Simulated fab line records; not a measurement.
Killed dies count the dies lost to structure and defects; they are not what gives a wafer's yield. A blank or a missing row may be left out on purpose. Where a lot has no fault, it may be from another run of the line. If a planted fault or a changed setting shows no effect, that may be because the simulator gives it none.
Split-lot trial | flow berkeley_cmos170 | 23 wafers read across 5 lots, on a route 331 steps long

== THE SPLIT ==
At UCB170_SILICIDE_SPUTTER_01 (material Ti, target thk 30 nm, time 25 s), the setting power_w was moved away from the recipe's 1500 W on 8 of the 23 wafers read, by -10.1% to +6.7%. All remaining wafers had this setting at the recipe value.

== THE PATH FROM SPLIT TO READING: the file shows 1 step between them ==
- UCB170_SILICIDE_RS_MEAS_02: measures by four-point-probe

== THE READING ==
SILICIDE_TI_THK, in nm, at UCB170_SILICIDE_THK_MEAS_03 (measures by xrf). Typical for fault-free wafers on this fab line: 29.8 nm, with standard deviation 0.41 nm.

wafer  | tool, chamber at the split | power_w as run, W | against the recipe | SILICIDE_TI_THK, nm | against lot-mates on the recipe
L074.1 | pvd_sputter-01, -          | 1500              | recipe             | 30.1                | -
L074.2 | pvd_sputter-01, -          | 1601              | +6.7%              | 31.2                | +1.4
L074.3 | pvd_sputter-01, -          | 1500              | recipe             | 29.7                | -
L074.4 | pvd_sputter-01, -          | 1601              | +6.7%              | 31.6                | +1.8
L074.6 | pvd_sputter-01, -          | 1500              | recipe             | 29.6                | -
L078.2 | pvd_sputter-02, -          | 1500              | recipe             | 28.9                | -
L078.3 | pvd_sputter-02, -          | 1500              | recipe             | 29.7                | -
L078.4 | pvd_sputter-02, -          | 1500              | recipe             | 29.8                | -
L078.5 | pvd_sputter-02, -          | 1500              | recipe             | 29.8                | -
L078.6 | pvd_sputter-02, -          | 1500              | recipe             | 29.9                | -
L075.1 | pvd_sputter-03, -          | 1349              | -10.1%             | 27.3                | -2.7
L075.3 | pvd_sputter-03, -          | 1500              | recipe             | 30.0                | -
L075.4 | pvd_sputter-03, -          | 1349              | -10.1%             | 26.6                | -3.4
L075.5 | pvd_sputter-03, -          | 1500              | recipe             | 30.0                | -
L075.6 | pvd_sputter-03, -          | 1349              | -10.1%             | 27.2                | -2.8
L077.1 | pvd_sputter-03, -          | 1427              | -4.9%              | 28.1                | -1.5
L077.2 | pvd_sputter-03, -          | 1427              | -4.9%              | 28.2                | -1.4
L077.3 | pvd_sputter-03, -          | 1500              | recipe             | 29.4                | -
L077.5 | pvd_sputter-03, -          | 1500              | recipe             | 29.8                | -
L077.6 | pvd_sputter-03, -          | 1427              | -4.9%              | 28.3                | -1.3
L083.1 | pvd_sputter-01, -          | 1500              | recipe             | 28.7                | -
L083.2 | pvd_sputter-01, -          | 1500              | recipe             | 29.8                | -
L083.4 | pvd_sputter-01, -          | 1500              | recipe             | 30.4                | -

THE FIT
A straight line over all 23 wafers: SILICIDE_TI_THK changes by +0.267 nm for each +1% of power_w; r = +0.95; the points scatter about the line by 0.39 nm.
The same after taking each lot's own level away (the mean of its wafers on the recipe; 23 wafers): +0.279 nm for each +1%; r = +0.96; scatter 0.37 nm.
Per that fit: largest power_w move, reading shift of 2.8 nm.
From 29.60 to 30.00 nm: that is the span of the lots' own levels, equal to 1.0 times the standard deviation above.
The two slopes are in agreement: the lot-to-lot level therefore moves the slope only a little.
Check: for one of the wafers moved furthest among these (-10.1%), held out of the fit, the line's prediction against its lot-mates is -2.91 nm. It came out at -2.7 nm against them.

== FURTHER SPLITS ON THESE WAFERS ==
Note: prior to the reading, these wafers also went through further splits. Each is held against what the fit with the lots' levels taken away leaves over:
other split on the same wafers | wafers away from the commonest value | r with SILICIDE_TI_THK (lot level and that fit taken away)
UCB170_PSD_COAT_01 spin_rpm    | 8                                    | -0.22
UCB170_NSD_EXPOSE_03 dose_mj   | 7                                    | -0.08

== THE WHOLE CHAIN: every reading that the file lists as answering this split, in the file's order ==
step                        | what it does                             | reading                                                                           | change (the file's fit)               | r (the file's)
UCB170_SILICIDE_SPUTTER_01  | material Ti, target thk 30 nm, time 25 s | Ti_of_SILICIDE_SPUTTER_01.thk_nm (the simulator's own value, which no gauge read) | +0.286 nm for each +1% of the setting | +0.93
UCB170_SILICIDE_RS_MEAS_02  | measures by four-point-probe             | SILICIDE_TI_RS                                                                    | -0.31 for each +1% of the setting     | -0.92
UCB170_SILICIDE_THK_MEAS_03 | measures by xrf                          | SILICIDE_TI_THK                                                                   | +0.278 for each +1% of the setting    | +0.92

== FILE'S OWN FIT ==
SILICIDE_TI_THK changes by +0.278 nm for each +1% of power_w, r = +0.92.
